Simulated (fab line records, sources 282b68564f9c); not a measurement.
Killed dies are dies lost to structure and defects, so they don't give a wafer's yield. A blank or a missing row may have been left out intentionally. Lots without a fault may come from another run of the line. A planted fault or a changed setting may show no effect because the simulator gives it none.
Which of the tools did it? | flow rit cmos | Sampling: 6 lots, 18 wafers, 2 of 202 route steps

WHAT EACH GAUGE READ, for each wafer
RIT_SILICIDE_RS_MEAS_02: the measuring method here is four-point-probe.
lot  | measured    | on            | SILICIDE_TI_RS (ohm/sq)
L305 | day 3 15:39 | film metro-02 | 45.1 45.5 45.3
L307 | day 3 20:52 | film metro-02 | 46.4 45.7 45.6
L310 | day 4 13:07 | film metro-04 | 46.5 46.0 46.2
L312 | day 5 02:04 | film metro-03 | 45.4 45.3 45.6
L314 | day 5 10:49 | film metro-02 | 45.8 45.3 46.4
L317 | day 5 23:43 | film metro-03 | 47.1 47.3 46.4

WHAT TOOL EACH LOT RAN ON (gives the tool, then ch and the chambers of the sampled wafers, and finally the start)
lot  | RIT_SILICIDE_SPUTTER_01
L305 | pvd sputter-02, day 3 15:29
L307 | pvd sputter-02, day 3 20:43
L310 | pvd sputter-03, day 4 12:58
L312 | pvd sputter-04, day 5 01:55
L314 | pvd sputter-04, day 5 10:40
L317 | pvd sputter-02, day 5 23:34
- RIT_SILICIDE_SPUTTER_01: material Ti, target thk 30 nm, time 246.8 s.

THE ANSWER, worked out from the rows above alone
Rule: usual is defined by the lots themselves. The widest of any qualifying gaps counts: lots, ordered by their means at a reading, are off when they make up no more than a third of the lots, leave a main group of 4 or more, and stand apart from it by 3 or more times the standard deviation of that group's means. A main group whose means are all the same, to the digits that the tables above print for the reading, isn't used. Also off: a lot with no number at a reading for which 4 or more lots have one. All remaining lots with rows at the step are treated as sound.
No lot is off on any of the readings shown, so nothing can be concluded from this.

WHAT HAD BEEN PUT IN BY THE SIMULATOR
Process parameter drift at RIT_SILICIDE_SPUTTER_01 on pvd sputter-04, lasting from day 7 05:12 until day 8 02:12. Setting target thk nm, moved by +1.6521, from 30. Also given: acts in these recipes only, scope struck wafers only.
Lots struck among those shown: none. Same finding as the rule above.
